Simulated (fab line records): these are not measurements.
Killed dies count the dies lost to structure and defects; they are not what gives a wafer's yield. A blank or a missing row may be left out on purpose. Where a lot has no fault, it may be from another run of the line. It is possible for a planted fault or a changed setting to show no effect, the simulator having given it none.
Check of tool commonality -- flow ritCmos -- Sampled: 14 lots, 42 wafers

## WHAT PROMPTED THE OPENING
2 of 14 lots carry a flag on the reading NSD_TW at RIT_NSD_TW_MEAS_10. No-fault wafers: 3126, standard deviation 24.
Rule: flag the lot when none of its wafers has a number, or when each of its wafers that has one lies beyond 4 standard deviations from that mean. The rest of the lots are taken to be sound.

lot,measured,on,"NSD_TW, wafer by wafer",flag
L919,day 3 15:08,filmMetro-03,3167 3168 3176,
L918,day 3 15:45,filmMetro-02,3168 3177 3172,
L920,day 4 03:07,filmMetro-02,3143 3112 3120,
L922,day 4 12:16,filmMetro-02,3128 3126 3120,
L923,day 4 12:31,filmMetro-01,3120 3121 3114,
L924,day 5 03:56,filmMetro-03,3135 3151 3150,
L925,day 5 06:56,filmMetro-01,3089 3101 3107,
L926,day 5 09:41,filmMetro-03,3158 3124 3142,
L927,day 5 12:32,filmMetro-03,3153 3129 3139,
L930,day 6 08:32,filmMetro-01,2474 2483 2479,FLAGGED
L931,day 6 14:58,filmMetro-03,2520 2516 2505,FLAGGED
L932,day 6 20:49,filmMetro-01,3102 3108 3100,
L933,day 6 21:03,filmMetro-03,3116 3135 3118,
L939,day 8 07:24,filmMetro-01,3104 3115 3100,
Average over the flagged lots: 2496; offset from the usual -630, equal to -26 standard deviations.

## EACH LOT AND THE TOOL IT RAN ON
The record keeps 1 process step preceding the reading, out of 202 steps on the route. Cell contents, in order: the tool; ch with the chambers the sampled wafers went through; the start.
lot,flag,RIT_NSD_IMPLANT_08
L919,,"implanter-04 ch 0, day 3 14:50"
L918,,"implanter-01 ch 0, day 3 15:25"
L920,,"implanter-04 ch 0, day 4 02:48"
L922,,"implanter-02 ch 0, day 4 11:56"
L923,,"implanter-04 ch 0, day 4 12:13"
L924,,"implanter-02 ch 0, day 5 03:36"
L925,,"implanter-01 ch 0, day 5 06:36"
L926,,"implanter-01 ch 0, day 5 09:21"
L927,,"implanter-01 ch 0, day 5 12:14"
L930,FLAGGED,"implanter-01 ch 0, day 6 08:13"
L931,FLAGGED,"implanter-01 ch 0, day 6 14:41"
L932,,"implanter-04 ch 0, day 6 20:31"
L933,,"implanter-02 ch 0, day 6 20:44"
L939,,"implanter-02 ch 0, day 8 07:05"
These steps, and what they do:
- RIT_NSD_IMPLANT_08
- RIT_NSD_TW_MEAS_10

## FLAGGED OVER TOTAL, TOOL BY TOOL (the gauges that took the reading come last)
step,tool,lots run,flagged,share of the flagged lots,sound lots run after its first flagged lot
RIT_NSD_IMPLANT_08,implanter-01,6,2,all,0
RIT_NSD_IMPLANT_08,implanter-02,4,0,none,-
RIT_NSD_IMPLANT_08,implanter-04,4,0,none,-
RIT_NSD_TW_MEAS_10,filmMetro-01,5,1,some,"2 (L932,L939)"
RIT_NSD_TW_MEAS_10,filmMetro-02,3,0,none,-
RIT_NSD_TW_MEAS_10,filmMetro-03,6,1,some,1 (L933)

## THE TABLE: WHAT IT ALLOWS
1 row of the table ran every flagged lot: implanter-01 at RIT_NSD_IMPLANT_08.
- implanter-01 at RIT_NSD_IMPLANT_08 ran 6 lots, 2 of them flagged. Last sound lot L927 at day 5 12:14, first flagged lot L930 at day 6 08:13; a fault beginning in between fits. Its own readings (doseIonsCm2, faradayCurrentUA) fall more than 4 standard deviations out on all wafers of the flagged lots.
One tool is left: implanter-01 at RIT_NSD_IMPLANT_08.

## WHAT WAS PUT IN BY THE SIMULATOR
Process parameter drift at RIT_NSD_IMPLANT_08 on implanter-01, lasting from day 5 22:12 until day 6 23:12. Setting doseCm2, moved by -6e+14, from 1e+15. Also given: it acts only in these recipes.
Shown lots that were struck: L930, L931. The rule above reached the same finding.
